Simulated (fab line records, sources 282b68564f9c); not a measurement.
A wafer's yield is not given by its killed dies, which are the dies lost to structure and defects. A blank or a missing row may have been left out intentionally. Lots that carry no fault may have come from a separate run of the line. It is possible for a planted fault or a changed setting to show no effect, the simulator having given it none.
Comparing a struck lot with a sound one || flow ritCmos || 28 steps out of a route of 202
Sound: these wafers, L651.1, L651.4, L651.5. Struck: wafers L656.1, L656.3, L656.5. At the end, the cause is stated.
At each step with rows: each side's tool, then ch and its chambers, then its first start. Under that, the readings that differ: sound wafers || struck wafers || difference of the means || sigmas: that difference in standard deviations of wafers without a fault.
alike: same words and numbers on both sides, and readings whose means sit less than 2 such deviations apart. not compared: any withheld reading, any reading some wafer has no value for, any bound like >300 that may hide the same value, and any number with overlapping values for which the record gives no deviation.
Wherever a step has rows on one side only, a row that says differs or no value, or a row with sigmas, the two part there. When numbers do not overlap yet have no deviation, they are printed without sigmas and do not part them. A reading missing from all wafers of one side parts the sides only when that side holds two or more wafers.

RIT_ACTIVE_BOW_MEAS_00:
  struck on filmMetro-04, day 4 03:00; sound on filmMetro-01, day 3 02:00
  alike: INCOMING_BOW
RIT_ACTIVE_OXIDATION_01: target thk 46.8 nm, ox time 3360 s.
  sound on furnace-03 ch 0, day 3 02:10; struck on furnace-03 ch 0, day 4 05:09
{"reading": "spikeTcCentreC (C)", "sound": "1001.0 1000.3 1002.0", "struck": "960.8 961.5 961.2", "difference": -39.9, "sigmas": -36}
{"reading": "spikeTcLoadC (C)", "sound": "1023.5 1022.0 1023.9", "struck": "983.4 984.0 983.0", "difference": -39.7, "sigmas": -19}
{"reading": "spikeTcSourceC (C)", "sound": "1026.0 1024.6 1025.8", "struck": "988.7 985.2 987.1", "difference": -38.5, "sigmas": -32}
{"reading": "tubeCenterTempC (C)", "sound": "1000 999.98 999.94", "struck": "960.94 960.96 960.99", "difference": -39.01, "sigmas": "-99 or more"}
{"reading": "tube_center_temp_C_max", "sound": "1002.2 1002.5 1002.0", "struck": "963.7 964.7 963.8", "difference": -38.2, "sigmas": -91}
{"reading": "zonePowerLoadPct (%)", "sound": "36.2 35.7 35.6", "struck": "33.0 32.9 33.0", "difference": -2.9, "sigmas": -3}
{"reading": "model.SiO2_of_ACTIVE_OXIDATION_01.thkNm (nm)", "sound": "47.7 47.74 47.97", "struck": "33.24 33.23 33.18", "difference": -14.59, "sigmas": ""}
RIT_ACTIVE_THK_MEAS_02:
  struck on filmMetro-02, day 4 07:05; sound on filmMetro-02, day 3 04:06
{"reading": "ACTIVE_OXIDE_THK (nm)", "sound": "47.7 47.7 48.0", "struck": "33.3 33.2 33.2", "difference": -14.6, "sigmas": -17}
then, 1 step without rows for these wafers: RIT_ACTIVE_CVD_03 (deposits Si3N4 from SiH2Cl2/NH3, target thk 150 nm, time 1500 s).
RIT_ACTIVE_THK_MEAS_04:
  struck on filmMetro-02, day 4 09:14; sound on filmMetro-02, day 3 05:34
  alike: ACTIVE_NITRIDE_THK
then, 6 steps without rows for these wafers: RIT_ACTIVE_HMDS_05 (prime time 60 s); RIT_ACTIVE_COAT_06 (resist thk 1000 nm); RIT_ACTIVE_SOFTBAKE_07 (time 60 s); RIT_ACTIVE_EXPOSE_08 (exposes mask M1, target cd 1400 nm); RIT_ACTIVE_PEB_09; RIT_ACTIVE_DEVELOP_10 (develop time 50 s).
RIT_ACTIVE_CD_MEAS_11: the cd target is 1400 nm.
  struck on cdSem-02, day 4 10:16; sound on cdSem-02, day 3 06:37
  alike: cdNm
then, 1 step without rows for these wafers: RIT_ACTIVE_HARDBAKE_12 (time 60 s).
RIT_ACTIVE_ETCH_13: etches Si3N4 in SF6, stops on SiO2, time 210 s, target depth 210 nm.
  sound on rieDiel-01 ch 2,3, day 3 06:53; struck on rieDiel-01 ch 1,2, day 4 10:32
  alike: drypumpMotorCurrentA, oesProductAu, throttleValvePct
  not compared: rfHoursCounterH
RIT_ACTIVE_STRIP_14: strips in O2, time 180 s.
  sound on plasmaAsher-04 ch 0,1, day 3 07:01; struck on plasmaAsher-03 ch 0,1, day 4 10:41
  alike: drypumpMotorCurrentA
  not compared: rfHoursCounterH
RIT_ACTIVE_CD_MEAS_90: the cd target is 1400 nm.
  struck on cdSem-01, day 4 10:51; sound on cdSem-01, day 3 07:11
  alike: cdNm
then, 4 steps without rows for these wafers: RIT_ACTIVE_CLEAN_15 (cleans in SC1, time 600 s); RIT_ACTIVE_CLEAN_16 (cleans in dHF, time 30 s); RIT_ACTIVE_CLEAN_17 (cleans in SC2, time 600 s); RIT_FOX1_OXIDATION_00 (target thk 350.7 nm, ox time 1130 s).
RIT_FOX1_THK_MEAS_01:
  struck on filmMetro-02, day 4 12:39; sound on filmMetro-03, day 3 09:43
{"reading": "FOX1_OXIDE_THK (nm)", "sound": "363 363 364", "struck": "342 341 345", "difference": -21, "sigmas": -3}
then, 2 steps without rows for these wafers: RIT_FOX1_WET_ETCH_02 (etches SiO2 in BOE, target depth 350 nm, time 390 s); RIT_FOX2_OXIDATION_00 (target thk 350.7 nm, ox time 1168 s).
RIT_FOX2_THK_MEAS_01:
  struck on filmMetro-02, day 4 14:08; sound on filmMetro-02, day 3 11:14
  alike: FOX2_OXIDE_THK
then, 1 step without rows for these wafers: RIT_FOX2_CLEAN_02 (cleans in dHF, time 180 s).
RIT_FOX2_WET_ETCH_03: etches Si3N4 in H3PO4, target depth 195 nm, time 2700 s.
  sound on wetBench-04 ch 3, day 3 11:22; struck on wetBench-03 ch 0, day 4 14:16
{"reading": "model.SiO2_of_ACTIVE_OXIDATION_01.thkNm (nm)", "sound": "40.25 42.5 42.75", "struck": "29.61 27.41 27.33", "difference": -13.72, "sigmas": ""}
RIT_FOX2_THK_MEAS_90:
  struck on filmMetro-02, day 4 15:01; sound on filmMetro-03, day 3 12:07
  alike: FIELD_OXIDE_LEFT_1_THK
RIT_M1_PROBE_99:
  struck on prober-02, day 6 05:46; sound on prober-02, day 5 05:22
{"reading": "model.etest.pldd.widthNm (nm)", "sound": "3095 3119 3144", "struck": "3310 3306 3292", "difference": "+183", "sigmas": ""}
{"reading": "model.etest.nldd.widthNm (nm)", "sound": "3127 3134 3134", "struck": "3283 3302 3310", "difference": "+167", "sigmas": ""}
{"reading": "model.etest.nplusSal.widthNm (nm)", "sound": "3440 3418 3423", "struck": "3562 3570 3558", "difference": "+136", "sigmas": ""}
{"reading": "model.etest.pplusSal.widthNm (nm)", "sound": "3435 3422 3434", "struck": "3572 3569 3553", "difference": "+134", "sigmas": ""}
{"reading": "model.etest.nmos_0p3.rOnOhmUm", "sound": "2199 2153 2175", "struck": "2126 2130 2144", "difference": -42, "sigmas": ""}
{"reading": "model.etest.nmosNarrow.driveUaUm", "sound": "212.5 219.2 216.8", "struck": "260 259.7 258.5", "difference": "+43", "sigmas": ""}
{"reading": "model.etest.pmosNarrow.driveUaUm", "sound": "96.71 100.2 98.61", "struck": "115.7 115.7 114.5", "difference": "+16.8", "sigmas": ""}
{"reading": "model.etest.nmos_0p3.driveUaUm", "sound": "220.6 224.8 222.2", "struck": "234.2 231.6 232.7", "difference": "+10.3", "sigmas": ""}
  alike: killedAtContacts, killedAtFrontEnd, killedDies, killedOpen, killedShort

WHERE THEY PART
Earliest at RIT_ACTIVE_OXIDATION_01; latest, in this record, at RIT_FOX1_THK_MEAS_01. Later steps at which nothing parts them and some readings are alike: RIT_FOX2_THK_MEAS_01, RIT_FOX2_THK_MEAS_90, RIT_M1_PROBE_99.

WHY: the cause the simulator had injected
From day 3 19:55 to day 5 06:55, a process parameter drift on furnace-03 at RIT_ACTIVE_OXIDATION_01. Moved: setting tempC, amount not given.
